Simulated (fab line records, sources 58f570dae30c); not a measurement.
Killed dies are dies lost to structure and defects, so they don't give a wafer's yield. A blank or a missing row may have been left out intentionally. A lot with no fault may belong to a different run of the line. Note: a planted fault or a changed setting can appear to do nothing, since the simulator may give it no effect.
The same fault as seen by 2 desks | flow berkeleyCmos170 | each desk has only its own numbers; what lay behind them comes last

== THE METROLOGY DESK ==
What the gauges read for every lot (on any tool): the sampled wafers with a number, averaged. If a lot's mean is further than 4 standard deviations from the usual mean, the lot is out of limits and carries the mark OUT (the distance appears in the brackets).
Columns: A = V1_BOW at UCB170_V1_BOW_MEAS_03, usual 18 um
lot  | first seen here | A
L716 | day 7 06:02     | 16
L715 | day 7 09:28     | 19
L720 | day 8 00:31     | 21
L719 | day 8 04:53     | 18
L721 | day 9 12:10     | 27
L725 | day 9 20:23     | 17
L726 | day 10 10:01    | 12
L729 | day 10 15:35    | 12
L731 | day 10 15:37    | 24
L728 | day 10 15:55    | 18
L730 | day 10 15:56    | 19
L734 | day 11 19:12    | 15
L735 | day 11 19:12    | 12
L736 | day 12 08:31    | 9
L738 | day 12 15:17    | 14
This desk found nothing out of limits on any of the 15 lots.

== FOR THE TOOL OWNER'S DESK: lithoTrack-04 ==
At UCB170_CONTACT_SOFTBAKE_05 (time 60 s), the tool's own readings, given per lot that ran on this tool as the mean of the sampled wafers with a number. If a lot's mean is further than 4 standard deviations from the usual mean, the lot is out of limits and carries the mark OUT (the distance appears in the brackets).
Columns: A = resistLineTempC at UCB170_CONTACT_SOFTBAKE_05, usual 23.02 C; B = runLengthS at UCB170_CONTACT_SOFTBAKE_05, usual 89.06 s
lot  | first seen here | A     | B
L720 | day 7 13:56     | 23.05 | 89.17
L719 | day 7 15:32     | 23.03 | 89.08
L721 | day 9 01:10     | 23.07 | 89.06
L725 | day 9 08:48     | 23.08 | 95.75 (+48) OUT
L729 | day 10 06:07    | 22.93 | 95.85 (+48) OUT
L728 | day 10 08:50    | 23.01 | 95.88 (+49) OUT
This desk's verdict: out of limits on L725, L728, L729, starting with L725 at day 9 08:48 (runLengthS at UCB170_CONTACT_SOFTBAKE_05). L720, L719, L721: within limits.

== BROUGHT TOGETHER ==
The tool owner's desk had the chance to raise an alarm at day 9 08:48 on L725, L728, L729.
From the metrology desk's view, nothing was out of limits.
The metrology desk has L725, L728, L729 on record, within its limits.
The lots listed all ran UCB170_CONTACT_SOFTBAKE_05 on lithoTrack-04.

== WHAT THE SIMULATOR PUT IN ==
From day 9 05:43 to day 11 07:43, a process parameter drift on lithoTrack-04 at UCB170_CONTACT_SOFTBAKE_05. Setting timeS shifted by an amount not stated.
Struck lots among those shown: L725, L728, L729.
Time in hours from fault onset to the first out-of-limits reading at each desk: the tool owner's desk, 3.
